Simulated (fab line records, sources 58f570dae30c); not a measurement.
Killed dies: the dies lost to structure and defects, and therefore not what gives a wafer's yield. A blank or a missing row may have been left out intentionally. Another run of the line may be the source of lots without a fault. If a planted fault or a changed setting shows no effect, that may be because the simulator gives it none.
fab line records | flow berkeleyCmos170
record: lots: 15 | wafers: 45 | lastDay: 12
route steps=331 shown NSD@196 SILICIDE@213 CONTACT@224
lots with no fault: from the same line, run without faults
startH: start of the lot's first displayed wafer, in hours after the record's first day | waitH: time in hours since the lot's previous step | " repeats the value in the row above | L1.1+2: several wafers, shown together as one row | - no value, or no start given | * or withheld: withheld | < > ~ a bound
route shown NAME@n: NAME is a module with steps in the file, n the number in the route of the first one | usual: mean and standard deviation over wafers with no fault | same: alike in all rows | chamber/n: place in a boat | sites: the reading at each site | _std_site: standard deviation across them | _edge_site: the outer-site mean with the inner-site mean subtracted | radiusMm: for every site, how far away it sits from the centre of the wafer | mask NAME#n: copy n | behind: tool/chamber where the wafer was last shaped | hold: the reason the lot was held/the length of the hold in hours/how it ended | device: which transistor (n, p or np) failed to switch | end of line: the route-end tests of the same wafers | a step without rows: its recipe alone | killed: the dies lost at the first sort to structure and to defects; this is not the yield of the wafer | map: per-die view of a wafer (x killed, . not killed, _ where there is no die)
set.NAME: setting as actually run; set.NAME@STEP: the setting as run at that earlier step | model.NAME: the simulator's own value behind a step, which no gauge read
the route's steps for a sample of lots (tables are steps, rows are wafers)
services: from which hour (startH, from the record's first day; less than 0 if before it) a tool's chamber was out of use, for how many hours, and why
== steps ==
step: UCB170_NSD_STRIP_09
recipe: chemistry: O2 | powerW: 400 | pressureMtorr: 3500 | platenTempC: withheld | o2FlowSccm: 400 | overashFraction: 0.5
usual: drypumpMotorCurrentA: 5.94/0.27 | oesProductAu: 0.536/0.0045 | stripTimeToEndpointS: 35.58/0.072
lot.wafer | tool           | chamber | startH | waitH | drypumpMotorCurrentA | oesProductAu | rfHoursCounterH | stripTimeToEndpointS
L802.1    | plasmaAsher-02 | 1       | 142.96 | 0.1   | 6.25                 | 0.543        | 2               | 35.53
L802.2    | "              | 0       | "      | "     | 5.72                 | 0.536        | 2               | 35.55
L802.4    | "              | 1       | "      | "     | 6.25                 | 0.539        | -               | 35.59
L801.2    | plasmaAsher-04 | 1       | 143.21 | 0.1   | 6.33                 | 0.538        | 43              | 35.57
L801.3    | "              | 0       | "      | "     | 5.67                 | 0.529        | -               | 35.54
L801.4    | "              | 1       | "      | "     | 6.33                 | 0.536        | -               | 35.49
L803.2    | plasmaAsher-02 | 1       | 152.99 | 0.1   | 6.23                 | 0.536        | 4               | 35.75
L803.5    | "              | 1       | "      | "     | 6.23                 | 0.543        | -               | 35.73
L803.6    | "              | 0       | "      | "     | 5.79                 | 0.537        | -               | 35.62
L806.3    | plasmaAsher-03 | 0       | 164.36 | 0.1   | 5.63                 | 0.535        | -               | 35.45
L806.5    | "              | 1       | "      | "     | 6.05                 | 0.536        | -               | 35.40
L806.6    | "              | 0       | "      | "     | 5.62                 | 0.534        | -               | 35.45
L807.3    | plasmaAsher-04 | 1       | 172.96 | 0.1   | 6.32                 | 0.534        | -               | 35.60
L807.5    | "              | 1       | "      | "     | 6.34                 | 0.544        | -               | 35.62
L807.6    | "              | 0       | "      | "     | 5.68                 | 0.538        | -               | 35.65
L808.1    | plasmaAsher-03 | 0       | 173.20 | 0.1   | 5.66                 | 0.540        | 46              | 35.52
L808.3    | "              | 0       | "      | "     | 5.62                 | 0.534        | -               | 35.51
L808.4    | "              | 1       | "      | "     | 6.05                 | 0.535        | -               | 35.51
L810.1    | plasmaAsher-02 | 1       | 179.60 | 0.1   | 6.20                 | 0.535        | 7               | 35.68
L810.3    | "              | 0       | "      | "     | 5.78                 | 0.536        | -               | 35.65
L810.4    | "              | 1       | "      | "     | 6.25                 | 0.538        | -               | 35.79
L815.1    | plasmaAsher-03 | 1       | 202.24 | 0.1   | 6.04                 | 0.538        | 49              | 35.61
L815.5    | "              | 1       | "      | "     | 6.03                 | 0.535        | -               | 35.55
L815.6    | "              | 0       | "      | "     | 5.66                 | 0.537        | -               | 35.51
L816.1    | plasmaAsher-02 | 0       | 206.93 | 0.1   | 5.80                 | 0.537        | 10              | 35.72
L816.2    | "              | 1       | "      | "     | 6.25                 | 0.535        | 10              | 35.66
L816.5    | "              | 0       | "      | "     | 5.78                 | 0.538        | -               | 35.65
L817.2    | plasmaAsher-03 | 1       | 226.59 | 0.1   | 6.08                 | 0.538        | 52              | 35.58
L817.3    | "              | 0       | "      | "     | 5.64                 | 0.535        | -               | 35.55
L817.4    | "              | 1       | "      | "     | 6.07                 | 0.528        | -               | 35.57
L818.1    | plasmaAsher-02 | 0       | 226.79 | 0.1   | 5.77                 | 0.535        | 12              | 35.63
L818.2    | "              | 1       | "      | "     | 6.24                 | 0.526        | 12              | 35.67
L818.6    | "              | 0       | "      | "     | 5.76                 | 0.527        | -               | 35.59
L821.3    | plasmaAsher-02 | 1       | 227.34 | 0.1   | 6.19                 | 0.534        | -               | 35.61
L821.5    | "              | 0       | "      | "     | 5.78                 | 0.540        | -               | 35.60
L821.6    | "              | 1       | "      | "     | 6.19                 | 0.539        | -               | 35.55
L823.1    | plasmaAsher-03 | 1       | 244.61 | 0.1   | 6.07                 | 0.542        | 54              | 35.58
L823.2    | "              | 0       | "      | "     | 5.63                 | 0.535        | 54              | 35.51
L823.6    | "              | 1       | "      | "     | 6.05                 | 0.533        | -               | 35.44
L822.3    | plasmaAsher-02 | 1       | 244.79 | 0.1   | 6.25                 | 0.531        | -               | 35.55
L822.4    | "              | 0       | "      | "     | 5.80                 | 0.537        | -               | 35.59
L822.6    | "              | 0       | "      | "     | 5.74                 | 0.537        | -               | 35.65
L824.2    | plasmaAsher-03 | 1       | 248.87 | 0.1   | 6.07                 | 0.546        | 54              | 35.63
L824.5    | "              | 1       | "      | "     | 6.06                 | 0.539        | -               | 35.64
L824.6    | "              | 0       | "      | "     | 5.59                 | 0.546        | -               | 35.60
step: UCB170_SILICIDE_THK_MEAS_03
recipe: thkMeasGauge: xrf | reads: Ti_of_SILICIDE_SPUTTER_01
usual: SILICIDE_TI_THK: 30.3/0.47
lot.wafer | tool         | chamber | startH | waitH | SILICIDE_TI_THK[nm]
L802.1    | filmMetro-03 | -       | 145.59 | 0.1   | 31.1
L802.2    | "            | -       | "      | "     | 30.3
L802.4    | "            | -       | "      | "     | 29.8
L801.2    | filmMetro-04 | -       | 145.88 | 0.1   | 30.9
L801.3    | "            | -       | "      | "     | 29.9
L801.4    | "            | -       | "      | "     | 30.1
L803.2    | filmMetro-03 | -       | 154.89 | 0.1   | 30.4
L803.5    | "            | -       | "      | "     | 30.0
L803.6    | "            | -       | "      | "     | 29.2
L806.3    | filmMetro-03 | -       | 166.23 | 0.1   | 30.2
L806.5    | "            | -       | "      | "     | 30.7
L806.6    | "            | -       | "      | "     | 30.7
L807.3    | filmMetro-02 | -       | 174.83 | 0.1   | 30.1
L807.5    | "            | -       | "      | "     | 30.2
L807.6    | "            | -       | "      | "     | 30.4
L808.1    | filmMetro-03 | -       | 175.10 | 0.1   | 30.2
L808.3    | "            | -       | "      | "     | 29.5
L808.4    | "            | -       | "      | "     | 29.0
L810.1    | filmMetro-04 | -       | 181.61 | 0.1   | 30.2
L810.3    | "            | -       | "      | "     | 30.6
L810.4    | "            | -       | "      | "     | 29.8
L815.1    | filmMetro-02 | -       | 205.72 | 0.1   | 30.5
L815.5    | "            | -       | "      | "     | 30.3
L815.6    | "            | -       | "      | "     | 29.9
L816.1    | filmMetro-04 | -       | 208.81 | 0.1   | 30.6
L816.2    | "            | -       | "      | "     | 30.3
L816.5    | "            | -       | "      | "     | 30.8
L817.2    | filmMetro-02 | -       | 228.82 | 0.1   | 30.6
L817.3    | "            | -       | "      | "     | 29.7
L817.4    | "            | -       | "      | "     | 30.1
L818.1    | filmMetro-03 | -       | 228.97 | 0.1   | 30.7
L818.2    | "            | -       | "      | "     | 30.8
L818.6    | "            | -       | "      | "     | 30.9
L821.3    | filmMetro-03 | -       | 229.78 | 0.1   | 30.6
L821.5    | "            | -       | "      | "     | 30.6
L821.6    | "            | -       | "      | "     | 30.2
L823.1    | filmMetro-03 | -       | 247.75 | 0.1   | 30.1
L823.2    | "            | -       | "      | "     | 29.8
L823.6    | "            | -       | "      | "     | 29.2
L822.3    | filmMetro-02 | -       | 247.77 | 0.1   | 30.5
L822.4    | "            | -       | "      | "     | 29.8
L822.6    | "            | -       | "      | "     | 30.4
L824.2    | filmMetro-03 | -       | 251.01 | 0.1   | 30.7
L824.5    | "            | -       | "      | "     | 30.4
L824.6    | "            | -       | "      | "     | 30.6
step: UCB170_SILICIDE_WET_ETCH_05
recipe: chemistry: SPM | timeS: 45 | tempC: 120 | target: Ti
usual: bathGuardTempC: 119.8/0.45 | bathHeatDutyPct: 14.7/2.8
lot.wafer | tool        | chamber | startH | waitH | bathGuardTempC | bathHeatDutyPct
L802.1    | wetBench-04 | 3       | 145.73 | 0.1   | 120.0          | 16.3
L802.2    | "           | 3       | "      | "     | 120.1          | 15.9
L802.4    | "           | 3       | "      | "     | 120.0          | 16.1
L801.2    | wetBench-04 | 2       | 146.20 | 0.2   | 119.2          | 13.0
L801.3    | "           | 2       | "      | "     | 119.7          | 11.3
L801.4    | "           | 2       | "      | "     | 118.8          | 11.7
L803.2    | wetBench-01 | 2       | 155.01 | 0.1   | 120.1          | 17.2
L803.5    | "           | 2       | "      | "     | 120.0          | 19.2
L803.6    | "           | 2       | "      | "     | 120.1          | 18.4
L806.3    | wetBench-04 | 3       | 166.34 | 0.0   | -              | -
L806.5    | "           | 3       | "      | "     | -              | -
L806.6    | "           | 3       | "      | "     | -              | -
L807.3    | wetBench-01 | 0       | 174.94 | 0.0   | -              | -
L807.5    | "           | 0       | "      | "     | -              | -
L807.6    | "           | 0       | "      | "     | -              | -
L808.1    | wetBench-01 | 2       | 175.24 | 0.1   | -              | -
L808.3    | "           | 2       | "      | "     | -              | -
L808.4    | "           | 2       | "      | "     | -              | -
L810.1    | wetBench-01 | 0       | 182.15 | 0.5   | 119.9          | 12.3
L810.3    | "           | 0       | "      | "     | 119.5          | 12.2
L810.4    | "           | 0       | "      | "     | 119.7          | 13.1
L815.1    | wetBench-04 | 0       | 205.99 | 0.2   | 121.0          | 19.0
L815.5    | "           | 0       | "      | "     | 120.9          | 17.7
L815.6    | "           | 0       | "      | "     | 120.5          | 18.4
L816.1    | wetBench-01 | 2       | 208.95 | 0.1   | 119.8          | 17.4
L816.2    | "           | 2       | "      | "     | 119.7          | 18.9
L816.5    | "           | 2       | "      | "     | 119.9          | 18.4
L817.2    | wetBench-01 | 3       | 229.15 | 0.2   | 120.6          | 12.6
L817.3    | "           | 3       | "      | "     | 121.0          | 13.2
L817.4    | "           | 3       | "      | "     | 120.8          | 13.0
L818.1    | wetBench-01 | 2       | 229.15 | 0.1   | 119.5          | 18.2
L818.2    | "           | 2       | "      | "     | 119.8          | 17.8
L818.6    | "           | 2       | "      | "     | 119.9          | 19.9
L821.3    | wetBench-01 | 0       | 229.89 | 0.0   | 119.6          | 13.0
L821.5    | "           | 0       | "      | "     | 119.7          | 14.3
L821.6    | "           | 0       | "      | "     | 119.8          | 13.6
L822.3    | wetBench-01 | 2       | 247.88 | 0.0   | 119.8          | 17.0
L822.4    | "           | 2       | "      | "     | 119.8          | 16.5
L822.6    | "           | 2       | "      | "     | 119.9          | 18.6
L823.1    | wetBench-01 | 0       | 247.88 | 0.1   | 119.5          | 12.5
L823.2    | "           | 0       | "      | "     | 119.9          | 14.0
L823.6    | "           | 0       | "      | "     | 120.0          | 13.9
L824.2    | wetBench-04 | 3       | 251.83 | 0.7   | 119.8          | 16.2
L824.5    | "           | 3       | "      | "     | 119.9          | 14.7
L824.6    | "           | 3       | "      | "     | 119.9          | 16.7
step: UCB170_CONTACT_RTA_08
recipe: tempC: 900 | timeS: 10 | ambient: N2
usual: chamberO2Ppm: 2.004/0.021 | lampPowerPct: 23.53/0.059 | wafer_temp_C_max: 905.3/1.2
lot.wafer | tool         | chamber | startH | waitH | chamberO2Ppm | lampPowerPct | wafer_temp_C_max
L802.1    | rtpAnneal-01 | 0       | 149.30 | 0.0   | 1.976        | 23.58        | 904.5
L802.2    | "            | 0       | "      | "     | 1.994        | 23.56        | 905.9
L802.4    | "            | 0       | "      | "     | 1.997        | 23.61        | 906.0
L801.2    | rtpAnneal-02 | 0       | 149.89 | 0.0   | 2.019        | 23.46        | 904.1
L801.3    | "            | 0       | "      | "     | 1.994        | 23.46        | 902.9
L801.4    | "            | 0       | "      | "     | 1.997        | 23.48        | 904.2
L803.2    | rtpAnneal-01 | 0       | 157.79 | 0.0   | 2.025        | 23.57        | 908.6
L803.5    | "            | 0       | "      | "     | 2.042        | 23.59        | 907.2
L803.6    | "            | 0       | "      | "     | 2.025        | 23.60        | 905.4
L810.1    | rtpAnneal-01 | 0       | 185.16 | 0.0   | 2.036        | 23.61        | 905.8
L810.3    | "            | 0       | "      | "     | 2.006        | 23.59        | 906.5
L810.4    | "            | 0       | "      | "     | 2.019        | 23.59        | 906.0
L815.1    | rtpAnneal-02 | 0       | 210.12 | 0.0   | 1.980        | 23.49        | 903.5
L815.5    | "            | 0       | "      | "     | 2.016        | 23.45        | 904.9
L815.6    | "            | 0       | "      | "     | 1.994        | 23.49        | 905.9
L816.1    | rtpAnneal-01 | 0       | 213.81 | 0.0   | 1.998        | 23.61        | 906.6
L816.2    | "            | 0       | "      | "     | 2.007        | 23.60        | 907.6
L816.5    | "            | 0       | "      | "     | 2.000        | 23.63        | 904.7
L818.1    | rtpAnneal-01 | 0       | 231.98 | 0.0   | 1.998        | 23.61        | 906.2
L818.2    | "            | 0       | "      | "     | 1.983        | 23.59        | 906.1
L818.6    | "            | 0       | "      | "     | 1.992        | 23.59        | 906.6
L817.2    | rtpAnneal-02 | 0       | 231.99 | 0.0   | 2.003        | 23.48        | 905.0
L817.3    | "            | 0       | "      | "     | 2.050        | 23.45        | 904.1
L817.4    | "            | 0       | "      | "     | 2.016        | 23.52        | 905.6
L821.3    | rtpAnneal-02 | 0       | 235.30 | 0.0   | 2.017        | 23.50        | 906.0
L821.5    | "            | 0       | "      | "     | 2.042        | 23.45        | 905.0
L821.6    | "            | 0       | "      | "     | 2.059        | 23.47        | 903.8
L823.1    | rtpAnneal-01 | 0       | 250.65 | 0.0   | 2.020        | 23.60        | 904.8
L823.2    | "            | 0       | "      | "     | 2.028        | 23.59        | 905.3
L823.6    | "            | 0       | "      | "     | 2.009        | 23.60        | 907.9
L822.3    | rtpAnneal-02 | 0       | 250.84 | 0.0   | 2.015        | 23.52        | 904.7
L822.4    | "            | 0       | "      | "     | 2.009        | 23.47        | 905.4
L822.6    | "            | 0       | "      | "     | 1.961        | 23.45        | 905.5
L824.2    | rtpAnneal-02 | 0       | 255.25 | 0.0   | 2.029        | 23.52        | 902.9
L824.5    | "            | 0       | "      | "     | 2.008        | 23.47        | 903.6
L824.6    | "            | 0       | "      | "     | 1.995        | 23.52        | 904.3
== services ==
tool           | chamber | startH | hours | kind
plasmaAsher-03 | -       | 120.55 | 2.8   | pm
wetBench-01    | -       | 250.98 | 3.7   | repair
plasmaAsher-02 | -       | 254.64 | 1.4   | repair
== key ==
firstSign: step: UCB170_SILICIDE_WET_ETCH_05 | reading: toolRecord | direction: missing
effect none on later readings
metAt UCB170_SILICIDE_WET_ETCH_05
struckLots L806,L807,L808
laterRowsLeftOut L806.3,L806.5,L806.6,L807.3,L807.5,L807.6,L808.1,L808.3,L808.4
sortLeftOut L806.3,L806.5,L806.6,L807.3,L807.5,L807.6,L808.1,L808.3,L808.4
testerLeftOut L806,L807,L808
notActingAt UCB170_NSD_STRIP_09,UCB170_SILICIDE_THK_MEAS_03,UCB170_CONTACT_RTA_08
onsetBetween 155.01 166.34
fault: kind: skippedStepWhole | tool: wetBench-01,wetBench-04 | chamber: - | onsetH: 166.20 | steps: UCB170_SILICIDE_WET_ETCH_05 | scope: struckLotsOnly
testerLeftOut: of these lots the tester's yield and bins aren't shown, on N5 and GAA mostly nor the transistor test; their killed dies are dies lost to structure and defects alone, not to doping, threshold or leakage, so they don't give the yield
sortLeftOut: the simulated sort isn't trusted on such a fault, so these wafers' sort isn't shown, and their yield isn't known
laterRowsLeftOut: the simulator's readings of these wafers behind a module that went badly wrong aren't trusted and aren't shown, but for the sort
